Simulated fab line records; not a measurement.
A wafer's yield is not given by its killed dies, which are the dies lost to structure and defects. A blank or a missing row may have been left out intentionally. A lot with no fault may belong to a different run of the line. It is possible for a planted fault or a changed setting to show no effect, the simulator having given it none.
The tool behind it: which one?    flow berkeley_cmos170    route of 331 steps, sampled at 1 step: 14 lots, 42 wafers

== WHAT EACH GAUGE READ, for each wafer ==
The record lacks any reading of a measuring or inspecting step that a usual standard deviation could be used to judge.

== WHAT TOOL EACH LOT RAN ON (gives the tool, then ch and the chambers of the sampled wafers, and finally the start) ==
lot   UCB170_V2_DEVELOP_11
L120  litho_track-01 ch 0, day 8 04:00
L121  litho_track-03 ch 0, day 8 04:00
L123  litho_track-03 ch 0, day 8 14:00
L132  litho_track-01 ch 0, day 10 09:00
L130  litho_track-01, day 10 10:00
L133  litho_track-03, day 10 21:00
L135  litho_track-02 ch 0, day 10 22:00
L138  litho_track-02 ch 0, day 11 05:00
L136  litho_track-01 ch 0, day 11 05:00
L134  litho_track-02 ch 0, day 11 05:00
L139  litho_track-01 ch 0, day 11 07:00
L140  litho_track-03 ch 0, day 12 08:00
L141  litho_track-02 ch 0, day 12 16:00
L143  litho_track-03 ch 0, day 13 03:00
- UCB170_V2_DEVELOP_11: develop time 45 s.

== AS READ BY THE TOOLS THEMSELVES (means over the sampled wafers that have a number; for cases with no such wafer, the mark the record gives instead) ==
UCB170_V2_DEVELOP_11. Usual: chill_plate_temp_C 22.97 C, standard deviation 0.11.
lot   tool            chill_plate_temp_C (C)  flag
L120  litho_track-01  23.09                   
L121  litho_track-03  22.96                   
L123  litho_track-03  22.85                   
L132  litho_track-01  22.95                   
L130  litho_track-01  -                       OFF
L133  litho_track-03  -                       OFF
L135  litho_track-02  23.01                   
L138  litho_track-02  22.94                   
L136  litho_track-01  22.89                   
L134  litho_track-02  22.79                   
L139  litho_track-01  22.99                   
L140  litho_track-03  23.02                   
L141  litho_track-02  23.02                   
L143  litho_track-03  22.96                   

== THE ANSWER, worked out from the rows above alone ==
Rule: a lot counts as off when the mean over its wafers that have a number is more than 3 standard deviations away from the usual mean. A lot without any number at a reading at which 4 lots or more have one is off too. Any other lot the step has rows for is counted as sound. Order of review: gauges by route order, followed by the tools' own readings, for which a lot's mean as printed above is used. At the first step where some lot is off, the reading lying furthest off is the one used; lots without a number count as furthest.
Off: L130, L133, at UCB170_V2_DEVELOP_11 (chill_plate_temp_C). Without a number there: L130, L133.
If a tool, at that step or one of the process steps before it, ran each lot that is off and ran no sound lot following the first of them, it fits. None of those tried fits.

== WHAT HAD BEEN PUT IN BY THE SIMULATOR ==
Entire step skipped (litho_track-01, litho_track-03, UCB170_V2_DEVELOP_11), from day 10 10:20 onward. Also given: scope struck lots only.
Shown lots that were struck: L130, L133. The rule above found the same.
